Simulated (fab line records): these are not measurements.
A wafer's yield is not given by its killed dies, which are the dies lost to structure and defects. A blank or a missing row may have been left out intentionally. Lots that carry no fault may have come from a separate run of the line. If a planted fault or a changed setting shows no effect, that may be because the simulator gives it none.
fab line records    flow ritCmos
[record] lots = 14  wafers = 42  lastDay = 7
route steps=202 shown GATE@95 M1@202
lots untouched by any fault: they come from a run of this same line in which no faults occurred
startH: hours from the record's opening day to when the first of the lot's shown wafers began    waitH: how many hours have passed since the lot's step before this one    " repeats the value in the row above    L1.1+2: several wafers, shown together as one row    - no value, or no start was given    * or withheld: withheld    < > ~ a bound
route shown NAME@n: NAME is a module with steps in the file, n the number in the route of the first one    usual: mean/standard deviation taken from wafers without a fault    same: alike in all rows    chamber/n: place in a boat    sites: per-site readings    _std_site: the standard deviation of these    _edge_site: mean of outer sites minus mean of inner sites    radiusMm: how far each site lies from the wafer's centre    mask NAME#n: copy n    behind: tool/chamber where the wafer was last shaped    hold: why the lot was held/for how many hours/how that ended    device: whichever transistor did not switch (one of n, p or np)    end of line: the same wafers' tests at the end of the route    a step given without rows: its recipe and nothing more    killed: at the first sort, the dies lost to defects and structure; wafer yield is something else    map: dies across one wafer; x = killed, . = not, _ = none there
set.NAME: the setting as run; set.NAME@STEP: as run at that earlier step    model.NAME: the simulator's own value behind a step, which no gauge read
one table for each step of the route and one row for each wafer, over a sample of lots
services: from which hour (startH, from the record's first day; less than 0 if before it) a tool's chamber was out of use, for how many hours, and why
[[steps]]
[step RIT_GATE_ETCH_19]
[recipe] chemistry = SF6/CHF3/O2  timeS = 165  SF6_flow_sccm = 30  CHF3_flow_sccm = 30  O2_flow_sccm = 5  target = poly-Si  pressureMtorr = 40  rfW = 160  targetDepthA = 3125  overEtchFrac = 0.25  stopOn = SiO2
[usual] drypumpMotorCurrentA = 5.7/0.67  heBacksideLeakSccm = 2.90/0.19  oesProductAu = 0.842/0.011  overEtchFrac = 0.25/0  throttleValvePct = 10.22/0.17
lot.wafer  tool      chamber  startH  waitH  drypumpMotorCurrentA  heBacksideLeakSccm  oesProductAu  overEtchFrac  rfHoursCounterH  throttleValvePct
L450.3     rieSi-01  0        37.51   0.1    6.3                   3.02                0.864         0.25          2                10.44
L450.4     "         2        "       "      5.2                   2.82                0.844         0.25          156              10.05
L450.6     "         2        "       "      5.2                   2.83                0.848         0.25          -                10.05
L451.1     rieSi-02  0        42.02   0.1    6.1                   3.14                0.856         0.25          24               10.02
L451.4     "         1        "       "      4.8                   2.68                0.825         0.25          144              10.55
L451.5     "         0        "       "      6.1                   3.08                0.851         0.25          -                10.02
L452.3     rieSi-01  2        46.14   0.1    5.2                   3.09                0.815         0.25          156              10.04
L452.5     "         1        "       "      5.5                   3.08                0.820         0.25          -                10.20
L452.6     "         0        "       "      6.3                   2.96                0.835         0.25          -                10.44
L453.1     rieSi-02  3        51.57   0.1    6.8                   2.56                0.829         0.25          84               10.20
L453.2     "         2        "       "      4.7                   3.21                0.832         0.25          92               10.09
L453.5     "         3        "       "      6.8                   2.50                0.837         0.25          -                10.18
L454.2     rieSi-01  0        56.53   0.1    6.3                   3.06                0.844         0.25          2                10.43
L454.3     "         3        "       "      6.0                   2.69                0.845         0.25          1                10.21
L454.4     "         1        "       "      5.5                   2.95                0.822         0.25          143              10.20
L455.1     rieSi-02  2        64.07   0.1    4.7                   3.12                0.823         0.25          92               10.09
L455.2     "         0        "       "      6.0                   3.09                0.842         0.25          24               10.01
L455.3     "         3        "       "      6.8                   2.53                0.837         0.25          84               10.19
L456.2     rieSi-01  0        67.08   0.1    6.3                   2.87                0.860         0.25          2                10.44
L456.4     "         3        "       "      5.9                   2.68                0.849         0.25          1                10.23
L456.6     "         3        "       "      6.0                   2.68                0.852         0.25          -                10.22
L458.1     rieSi-01  2        75.87   0.1    5.2                   2.78                0.839         0.25          157              10.05
L458.2     "         0        "       "      6.3                   2.97                0.854         0.25          2                10.45
L458.5     "         1        "       "      5.5                   2.86                0.828         0.25          -                10.21
L460.2     rieSi-01  3        87.55   0.1    6.0                   2.63                0.853         0.25          1                10.21
L460.5     "         1        "       "      5.5                   2.84                0.838         0.25          -                10.21
L460.6     "         0        "       "      6.3                   2.97                0.867         0.25          -                10.43
L465.3     rieSi-02  1        113.30  0.1    4.8                   2.85                0.946         0.05          144              10.56
L465.5     "         1        "       "      4.8                   2.86                0.941         0.05          -                10.54
L465.6     "         0        "       "      6.1                   3.17                0.856         0.25          -                10.03
L467.3     rieSi-02  1        123.18  0.1    4.8                   2.84                0.944         0.05          144              10.55
L467.4     "         0        "       "      6.1                   3.29                0.856         0.25          25               10.02
L467.6     "         3        "       "      6.8                   2.77                0.843         0.25          -                10.20
L468.1     rieSi-01  3        126.49  0.1    5.9                   2.71                0.841         0.25          1                10.21
L468.4     "         0        "       "      6.3                   2.96                0.844         0.25          3                10.42
L468.5     "         3        "       "      5.9                   2.80                0.837         0.25          -                10.21
L470.1     rieSi-01  2        136.10  0.1    5.2                   2.74                0.844         0.25          0                10.07
L470.2     "         1        "       "      5.5                   2.78                0.850         0.25          144              10.20
L470.5     "         0        "       "      6.3                   2.99                0.853         0.25          -                10.44
L472.2     rieSi-01  2        146.64  0.1    5.3                   2.72                0.839         0.25          0                10.07
L472.5     "         2        "       "      5.2                   2.80                0.846         0.25          -                10.06
L472.6     "         3        "       "      5.9                   2.80                0.860         0.25          -                10.21
[step RIT_M1_PROBE_99]
[usual] killed_at_M0_to_M3 = 0.0/0.083  killedAtContacts = 0.1/0.36  killedAtFrontEnd = 7.2/2.9  killedDies = 7.4/2.9  killedOpen = 3.8/2  killedShort = 3.5/2
[same] grossDies = 264  killed_at_M4_up = 0  killedAtBackSide = 0  killedAtOther = 0
lot.wafer  tool       chamber  startH  waitH  killed_at_M0_to_M3  killedAtContacts  killedAtFrontEnd  killedDies  killedOpen  killedShort
L467.3     prober-02  -        143.21  0.2    0                   0                 7                 7           2           4
// killed by level:class
L467.3 GATE:geometricParticle:open=2 GATE:geometricParticle:short=1 REOX:geometricParticle:short=1 SPACER:geometricParticle:short=1 SILICIDE:geometricParticle:short=1 GATE:areaEtch=1
[[services]]
tool      chamber  startH  hours  kind
rieSi-01  0        67.39   0.9    repair
rieSi-01  2        82.81   -      clean
rieSi-01  2        82.81   15.3   scheduledDown
rieSi-01  2        82.81   15.3   ventCycle
rieSi-02  1        106.46  2.9    repair
rieSi-02  2        138.31  3.5    repair
rieSi-02  1        141.82  -      clean
rieSi-02  1        141.82  18.2   scheduledDown
rieSi-02  1        141.82  18.2   ventCycle
rieSi-01  1        143.67  -      clean
rieSi-01  1        143.67  20.2   scheduledDown
rieSi-01  1        143.67  20.2   ventCycle
[[key]]
[firstSign] step = RIT_GATE_ETCH_19  reading = overEtchFrac  direction = down  sigmas = 99+  usual = 0.25  struck = 0.05
[effect] step = RIT_GATE_ETCH_19  reading = oesProductAu  direction = up  sigmas = 9.2  usual = 0.842  struck = 0.944
metAt RIT_GATE_ETCH_19
struckLots L465,L467
struckWafers L465.3,L465.5,L467.3
testerLeftOut L465,L467
onsetBetween 42.02 113.30
[fault] kind = processParameterDrift  tool = rieSi-02  chamber = 1  onsetH = 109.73  steps = RIT_GATE_ETCH_19  channel = overEtchFrac  offset = -0.2  shape = step  endH = 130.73  stated = 0.25
// testerLeftOut: of these lots the tester's yield and bins aren't shown, on N5 and GAA mostly nor the transistor test; their killed dies are dies lost to structure and defects alone, not to doping, threshold or leakage, so they don't give the yield
